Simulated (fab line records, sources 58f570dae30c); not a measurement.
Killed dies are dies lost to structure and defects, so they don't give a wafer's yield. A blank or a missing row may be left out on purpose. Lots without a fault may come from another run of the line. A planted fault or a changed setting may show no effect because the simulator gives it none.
A struck lot beside a sound one | flow berkeley_cmos170 | 25 steps out of a route of 331
Sound: wafers L470.2, L470.3, L470.5. Struck: wafers L482.1, L482.4, L482.5. The cause comes at the end.
At each step with rows: each side's tool, then ch and its chambers, then its first start. Under that, the readings that differ: sound wafers | struck wafers | difference of the means | sigmas: that difference in standard deviations of wafers without a fault.
alike: readings whose means differ by less than 2 such deviations, and words and numbers that are the same on both sides. not compared: withheld readings, readings that some wafer has no value for, bounds like >300 that may hide the same value, and numbers for which the record gives no deviation and whose values overlap.
The two part at a step that has a row with sigmas, a row that says differs or no value, or rows on one side only. Numbers that don't overlap but have no deviation are shown without sigmas and don't part them. A reading that every wafer of one side lacks parts them only if that side has two wafers or more.

first, 1 step without rows for these wafers: UCB170_PSD_IMPLANT_08.
UCB170_PSD_STRIP_09: strips in O2.
  sound on plasma_asher-04 ch 0,1, day 8 16:57; struck on plasma_asher-02 ch 1, day 10 21:12
  alike: drypump_motor_current_A, o2_flow_sccm, oes_product_au, strip_time_to_endpoint_s
  not compared: rf_hours_counter_h
UCB170_PSD_TW_MEAS_10:
  sound on film_metro-04, day 8 17:04; struck on film_metro-04, day 10 21:18
  alike: PSD_TW
then, 7 steps without rows for these wafers: UCB170_PSD_CLEAN_11 (cleans in SPM, time 600 s); UCB170_NSD_HMDS_00 (prime time 60 s); UCB170_NSD_COAT_01 (resist thk 900 nm); UCB170_NSD_SOFTBAKE_02 (time 60 s); UCB170_NSD_EXPOSE_03 (exposes mask NSELECT MOD, target cd 1200 nm); UCB170_NSD_PEB_04; UCB170_NSD_DEVELOP_05 (develop time 45 s).
UCB170_NSD_CD_MEAS_06: target cd 1200 nm.
  sound on cd_sem-02, day 8 18:25; struck on cd_sem-02, day 10 22:55
  alike: cd_nm
UCB170_NSD_OVL_MEAS_07:
  sound on overlay-02, day 8 18:32; struck on overlay-01, day 10 23:02
  alike: NSD_OVL
UCB170_NSD_IMPLANT_08:
  sound on implanter-04 ch 0, day 8 18:35; struck on implanter-02, day 10 23:05
  no value came back on the struck wafers for beam_energy_keV, beam_on_s (s); on the sound wafers beam_energy_keV reads 40.000 39.994 39.997
UCB170_NSD_STRIP_09: strips in O2.
  sound on plasma_asher-03 ch 0,1, day 8 18:43; struck on plasma_asher-03 ch 0,1, day 10 23:14
  reading                      | sound             | struck            | difference | sigmas
  oes_product_au (a.u.)        | 0.530 0.535 0.523 | 0.736 0.741 0.726 | +0.205     | +40
  strip_time_to_endpoint_s (s) | 35.78 35.77 35.75 | 21.54 21.59 21.57 | -14.20     | -99 or more
  alike: drypump_motor_current_A, o2_flow_sccm
  not compared: rf_hours_counter_h
UCB170_NSD_TW_MEAS_10:
  sound on film_metro-04, day 8 18:49; struck on film_metro-01, day 10 23:20
  reading | sound          | struck   | difference | sigmas
  NSD_TW  | 4200 4171 4163 | 30 30 30 | -4148      | -99 or more
then, 4 steps without rows for these wafers: UCB170_NSD_CLEAN_11 (cleans in SPM, time 600 s); UCB170_BACKSIDE_HMDS_00 (prime time 60 s); UCB170_BACKSIDE_COAT_01 (resist thk 900 nm); UCB170_BACKSIDE_SOFTBAKE_02 (time 60 s).
UCB170_BACKSIDE_STRIP_03: strips in O2.
  sound on plasma_asher-03 ch 1, day 8 19:32; struck on plasma_asher-01 ch 0,1, day 11 00:13
  alike: drypump_motor_current_A, o2_flow_sccm, oes_product_au, strip_time_to_endpoint_s
  not compared: rf_hours_counter_h
then, 1 step without rows for these wafers: UCB170_BACKSIDE_CLEAN_04 (cleans in SPM, time 600 s).
UCB170_SDANNEAL_RTA_00: time 10 s.
  sound on rtp_anneal-01 ch 0, day 8 19:58; struck on rtp_anneal-02 ch 0, day 11 00:42
  alike: lamp_power_pct, wafer_temp_C_max
UCB170_SDANNEAL_RTA_01: time 5 s.
  sound on rtp_anneal-01 ch 0, day 8 20:02; struck on rtp_anneal-02 ch 0, day 11 00:46
  reading            | sound             | struck            | difference | sigmas
  lamp_power_pct (%) | 40.10 40.09 40.13 | 39.91 39.94 39.96 | -0.17      | -3
  alike: wafer_temp_C_max
UCB170_SDANNEAL_RS_MEAS_02: measures by four-point-probe.
  sound on film_metro-03, day 8 20:07; struck on film_metro-01, day 11 00:50
  alike: PSD_RS
UCB170_SDANNEAL_RS_MEAS_03: measures by four-point-probe.
  sound on film_metro-03, day 8 20:14; struck on film_metro-01, day 11 00:57
  reading         | sound             | struck               | difference | sigmas
  NSD_RS (ohm/sq) | 37.26 37.22 37.17 | 133.23 132.97 133.42 | +95.99     | +99 or more

WHERE THEY PART
First at UCB170_NSD_IMPLANT_08; last, within this record, at UCB170_SDANNEAL_RS_MEAS_03.

WHY: what the simulator had put in
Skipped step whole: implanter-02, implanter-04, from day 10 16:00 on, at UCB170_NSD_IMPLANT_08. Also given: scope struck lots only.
